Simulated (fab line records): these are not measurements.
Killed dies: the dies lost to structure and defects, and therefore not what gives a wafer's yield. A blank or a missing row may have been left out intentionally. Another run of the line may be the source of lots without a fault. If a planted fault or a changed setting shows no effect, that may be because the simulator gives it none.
fab line records -- flow berkeley-cmos170
record: lots: 14, wafers: 42, last-day: 13
route steps=331 shown NVT@112 PVT@123
lots that met no fault: from a run of the same line without faults
start-h: hours from the record's opening day to when the first of the lot's shown wafers began -- wait-h: time in hours since the lot's previous step -- " unchanged from the row above -- L1.1+2: several wafers, shown together as one row -- - no value, or no start was given -- * or withheld: withheld -- < > ~ a bound
route shown NAME@n: NAME is a module with steps in the file, n the number in the route of the first one -- usual: the fault-free wafers' mean and standard deviation -- same: alike in all rows -- chamber/n: place in a boat -- sites: per-site readings -- _std_site: how widely they spread, as a standard deviation -- _edge_site: inner sites' mean taken away from outer sites' mean -- radius-mm: how far each site lies from the wafer's centre -- mask NAME#n: copy n -- behind: tool/chamber where the wafer was last shaped -- hold: cause of the lot's hold/its duration in hours/its outcome -- device: the n, p or np transistor that did not switch -- end of line: tests of these same wafers at the route's end -- for a step that has no rows: nothing shown but its recipe -- killed: count of dies lost to structure and defects at first sort (not the wafer's yield) -- map: a wafer's dies, marking killed ones x, the rest . and places with no die _
set.NAME: the setting that was run; set.NAME@STEP: the one run at that earlier step -- model.NAME: the simulator's own value behind a step, which no gauge read
route steps across a sampled set of lots; one table per step, one row per wafer
services: a tool's chamber out of use, with start hour (start-h, from the record's first day; less than 0 if before it), hours out, and reason
== steps ==
step: UCB170_NVT_STRIP_08
recipe: chemistry: O2, power-w: 400, pressure-mtorr: 3500, platen-temp-c: withheld, o2-flow-sccm: 400, overash-fraction: 0.5
usual: chamber-pressure-mTorr: 3500/3.3, drypump-motor-current-A: 5.9/0.5, oes-product-au: 0.734/0.0044, strip-time-to-endpoint-s: 21.63/0.059
lot.wafer,tool,chamber,start-h,wait-h,chamber-pressure-mTorr,drypump-motor-current-A,oes-product-au,rf-hours-counter-h,strip-time-to-endpoint-s
L833.2,plasma-asher-01,1,145.83,0.1,3501,6.6,0.736,43,21.51
L833.3,plasma-asher-01,1,145.83,0.1,3495,6.6,0.737,-,21.47
L833.4,plasma-asher-01,0,145.83,0.1,3501,6.5,0.733,-,21.46
L834.2,plasma-asher-01,0,156.67,0.1,3505,6.4,0.746,44,21.63
L834.5,plasma-asher-01,1,156.67,0.1,3508,6.6,0.740,-,21.58
L834.6,plasma-asher-01,0,156.67,0.1,3495,6.4,0.735,-,21.59
L839.1,plasma-asher-04,1,182.15,0.1,3501,5.9,0.732,7,21.62
L839.4,plasma-asher-04,0,182.15,0.1,3497,5.9,0.735,-,21.59
L839.5,plasma-asher-04,1,182.15,0.1,3499,5.9,0.734,-,21.60
L838.3,plasma-asher-01,0,182.27,0.1,3496,6.5,0.732,-,21.64
L838.5,plasma-asher-01,0,182.27,0.1,3499,6.4,0.736,-,21.71
L838.6,plasma-asher-01,1,182.27,0.1,3501,6.6,0.739,-,21.61
L837.2,plasma-asher-03,0,182.43,0.1,3503,5.1,0.732,44,21.61
L837.4,plasma-asher-03,1,182.43,0.1,3503,5.6,0.738,-,21.50
L837.5,plasma-asher-03,0,182.43,0.1,3503,5.1,0.730,-,21.66
L841.2,plasma-asher-03,1,200.31,0.1,3493,5.6,0.740,45,21.63
L841.4,plasma-asher-03,1,200.31,0.1,3498,5.6,0.737,-,21.64
L841.5,plasma-asher-03,0,200.31,0.1,3496,5.1,0.738,-,21.64
L844.3,plasma-asher-04,1,215.59,0.1,-,-,-,-,-
L844.4,plasma-asher-04,0,215.59,0.1,-,-,-,-,-
L844.5,plasma-asher-04,0,215.59,0.1,-,-,-,-,-
L845.2,plasma-asher-03,0,215.91,0.1,-,-,-,-,-
L845.3,plasma-asher-03,1,215.91,0.1,-,-,-,-,-
L845.4,plasma-asher-03,0,215.91,0.1,-,-,-,-,-
L847.2,plasma-asher-01,0,223.82,0.1,3500,6.5,0.728,50,21.70
L847.5,plasma-asher-01,0,223.82,0.1,3499,6.5,0.731,-,21.80
L847.6,plasma-asher-01,1,223.82,0.1,3500,6.6,0.735,-,21.64
L846.3,plasma-asher-03,0,224.10,0.1,3500,5.1,0.732,-,21.59
L846.5,plasma-asher-03,0,224.10,0.1,3500,5.1,0.742,-,21.55
L846.6,plasma-asher-03,1,224.10,0.1,3498,5.6,0.735,-,21.57
L850.1,plasma-asher-03,0,238.88,0.1,3503,5.1,0.734,49,21.60
L850.3,plasma-asher-03,1,238.88,0.1,3508,5.6,0.731,-,21.62
L850.4,plasma-asher-03,0,238.88,0.1,3490,5.1,0.740,-,21.63
L851.1,plasma-asher-01,1,239.39,0.1,3499,6.6,0.736,52,21.61
L851.4,plasma-asher-01,0,239.39,0.1,3501,6.5,0.734,-,21.57
L851.6,plasma-asher-01,0,239.39,0.1,3501,6.5,0.730,-,21.57
L854.1,plasma-asher-04,1,260.65,0.1,3505,5.8,0.734,14,21.71
L854.4,plasma-asher-04,0,260.65,0.1,3500,5.9,0.731,-,21.70
L854.6,plasma-asher-04,0,260.65,0.1,3504,5.9,0.734,-,21.66
L853.1,plasma-asher-01,1,260.93,0.1,3501,6.6,0.738,55,21.57
L853.2,plasma-asher-01,0,260.93,0.1,3500,6.5,0.730,55,21.63
L853.4,plasma-asher-01,0,260.93,0.1,3499,6.5,0.735,-,21.61
step: UCB170_PVT_STRIP_08
recipe: chemistry: O2, power-w: 400, pressure-mtorr: 3500, platen-temp-c: withheld, o2-flow-sccm: 400, overash-fraction: 0.5
usual: chamber-pressure-mTorr: 3499/10, drypump-motor-current-A: 6.0/0.6, oes-product-au: 0.735/0.0045, strip-time-to-endpoint-s: 21.63/0.058
lot.wafer,tool,chamber,start-h,wait-h,chamber-pressure-mTorr,drypump-motor-current-A,oes-product-au,rf-hours-counter-h,strip-time-to-endpoint-s
L833.2,plasma-asher-01,1,149.21,0.1,3502,6.6,0.745,43,21.63
L833.3,plasma-asher-01,1,149.21,0.1,3502,6.6,0.737,-,21.65
L833.4,plasma-asher-01,0,149.21,0.1,3496,6.5,0.736,-,21.52
L834.2,plasma-asher-01,1,158.98,0.1,3500,6.6,0.733,45,21.62
L834.5,plasma-asher-01,0,158.98,0.1,3497,6.5,0.731,-,21.71
L834.6,plasma-asher-01,1,158.98,0.1,3500,6.6,0.744,-,21.68
L839.1,plasma-asher-02,1,183.65,0.1,3498,5.2,0.744,40,21.65
L839.4,plasma-asher-02,0,183.65,0.1,3500,6.4,0.735,-,21.68
L839.5,plasma-asher-02,0,183.65,0.1,3501,6.4,0.734,-,21.72
L838.3,plasma-asher-01,0,183.96,0.1,3501,6.4,0.736,-,21.64
L838.5,plasma-asher-01,1,183.96,0.1,3499,6.6,0.730,-,21.60
L838.6,plasma-asher-01,0,183.96,0.1,3507,6.4,0.731,-,21.56
L837.2,plasma-asher-03,1,184.17,0.1,3502,5.6,0.733,44,21.71
L837.4,plasma-asher-03,1,184.17,0.1,3502,5.6,0.737,-,21.63
L837.5,plasma-asher-03,1,184.17,0.1,3501,5.6,0.729,-,21.63
L841.2,plasma-asher-03,0,201.67,0.1,3500,5.1,0.727,45,21.63
L841.4,plasma-asher-03,0,201.67,0.1,3501,5.1,0.732,-,21.59
L841.5,plasma-asher-03,0,201.67,0.1,3500,5.1,0.727,-,21.56
L844.3,plasma-asher-02,0,217.14,0.1,3500,6.4,0.736,-,47.80
L844.4,plasma-asher-02,1,217.14,0.1,3497,5.2,0.732,-,47.85
L844.5,plasma-asher-02,0,217.14,0.1,3501,6.4,0.736,-,47.77
L845.2,plasma-asher-01,1,217.40,0.1,3500,6.6,0.736,49,47.93
L845.3,plasma-asher-01,1,217.40,0.1,3500,6.6,0.738,-,47.79
L845.4,plasma-asher-01,0,217.40,0.1,3500,6.4,0.742,-,47.94
L847.2,plasma-asher-01,0,225.31,0.1,3500,6.4,0.738,50,21.61
L847.5,plasma-asher-01,0,225.31,0.1,3502,6.5,0.735,-,21.59
L847.6,plasma-asher-01,1,225.31,0.1,3502,6.6,0.731,-,21.58
L846.3,plasma-asher-02,1,225.62,0.1,3497,5.2,0.730,-,21.60
L846.5,plasma-asher-02,1,225.62,0.1,3503,5.2,0.729,-,21.58
L846.6,plasma-asher-02,0,225.62,0.1,3498,6.4,0.734,-,21.59
L850.1,plasma-asher-01,0,243.32,0.1,3498,6.5,0.733,52,21.67
L850.3,plasma-asher-01,0,243.32,0.1,3508,6.5,0.734,-,21.68
L850.4,plasma-asher-01,1,243.32,0.1,3496,6.6,0.736,-,21.63
L851.1,plasma-asher-02,1,244.38,0.1,3494,5.2,0.724,46,21.66
L851.4,plasma-asher-02,1,244.38,0.1,3497,5.2,0.728,-,21.66
L851.6,plasma-asher-02,1,244.38,0.1,3496,5.2,0.731,-,21.62
L854.1,plasma-asher-03,0,264.67,0.1,3495,5.2,0.739,52,21.64
L854.4,plasma-asher-03,0,264.67,0.1,3500,5.1,0.738,-,21.64
L854.6,plasma-asher-03,0,264.67,0.1,3500,5.1,0.734,-,21.67
L853.1,plasma-asher-02,1,264.94,0.1,3500,5.2,0.732,48,21.57
L853.2,plasma-asher-02,0,264.94,0.1,3496,6.4,0.729,48,21.55
L853.4,plasma-asher-02,0,264.94,0.1,3497,6.5,0.734,-,21.57
step: UCB170_PVT_TW_MEAS_09
usual: PVT_TW: 506.8/2.7
lot.wafer,tool,chamber,start-h,wait-h,PVT_TW
L833.2,film-metro-02,-,149.32,0.1,502.6
L833.3,film-metro-02,-,149.32,0.1,504.1
L833.4,film-metro-02,-,149.32,0.1,500.7
L834.2,film-metro-04,-,159.09,0.1,511.5
L834.5,film-metro-04,-,159.09,0.1,508.1
L834.6,film-metro-04,-,159.09,0.1,509.1
L839.1,film-metro-02,-,183.75,0.1,505.2
L839.4,film-metro-02,-,183.75,0.1,503.6
L839.5,film-metro-02,-,183.75,0.1,504.7
L838.3,film-metro-04,-,184.05,0.1,513.1
L838.5,film-metro-04,-,184.05,0.1,510.3
L838.6,film-metro-04,-,184.05,0.1,515.6
L837.2,film-metro-03,-,184.28,0.1,505.1
L837.4,film-metro-03,-,184.28,0.1,505.6
L837.5,film-metro-03,-,184.28,0.1,507.2
L841.2,film-metro-04,-,201.78,0.1,504.6
L841.4,film-metro-04,-,201.78,0.1,505.4
L841.5,film-metro-04,-,201.78,0.1,507.7
L844.3,film-metro-02,-,217.23,0.1,29.8
L844.4,film-metro-02,-,217.23,0.1,30.1
L844.5,film-metro-02,-,217.23,0.1,30.0
L845.2,film-metro-03,-,217.51,0.1,29.9
L845.3,film-metro-03,-,217.51,0.1,30.0
L845.4,film-metro-03,-,217.51,0.1,30.2
L847.2,film-metro-02,-,225.48,0.1,504.9
L847.5,film-metro-02,-,225.48,0.1,508.3
L847.6,film-metro-02,-,225.48,0.1,507.6
L846.3,film-metro-02,-,225.85,0.2,508.6
L846.5,film-metro-02,-,225.85,0.2,506.6
L846.6,film-metro-02,-,225.85,0.2,508.9
L850.1,film-metro-02,-,243.42,0.1,509.0
L850.3,film-metro-02,-,243.42,0.1,506.7
L850.4,film-metro-02,-,243.42,0.1,505.2
L851.1,film-metro-02,-,244.48,0.1,506.2
L851.4,film-metro-02,-,244.48,0.1,506.8
L851.6,film-metro-02,-,244.48,0.1,505.3
L854.1,film-metro-03,-,264.77,0.1,506.5
L854.4,film-metro-03,-,264.77,0.1,503.6
L854.6,film-metro-03,-,264.77,0.1,502.9
L853.1,film-metro-04,-,265.04,0.1,512.6
L853.2,film-metro-04,-,265.04,0.1,509.9
L853.4,film-metro-04,-,265.04,0.1,508.9
== services ==
tool,chamber,start-h,hours,kind
plasma-asher-02,-,137.13,1.6,repair
plasma-asher-03,-,211.06,1.3,repair
== key ==
first-sign: step: UCB170_NVT_STRIP_08, reading: tool-record, direction: missing
effect: step: UCB170_PVT_STRIP_08, reading: strip-time-to-endpoint-s, direction: up, sigmas: 99+, usual: *, struck: *
effect: step: UCB170_PVT_TW_MEAS_09, reading: PVT_TW, direction: down, sigmas: 99+, usual: 506.8, struck: 30.0
met-at UCB170_NVT_STRIP_08
struck-lots L844,L845
sort-left-out L844.3,L844.4,L844.5,L845.2,L845.3,L845.4
tester-left-out L844,L845
onset-between 200.31 215.59
fault: kind: skipped-step-whole, tool: plasma-asher-03,plasma-asher-04, chamber: -, onset-h: 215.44, steps: UCB170_NVT_STRIP_08, scope: struck-lots-only
tester-left-out: of these lots the tester's yield and bins aren't shown, on N5 and GAA mostly nor the transistor test; their killed dies are dies lost to structure and defects alone, not to doping, threshold or leakage, so they don't give the yield
sort-left-out: the simulated sort isn't trusted on such a fault, so these wafers' sort isn't shown, and their yield isn't known
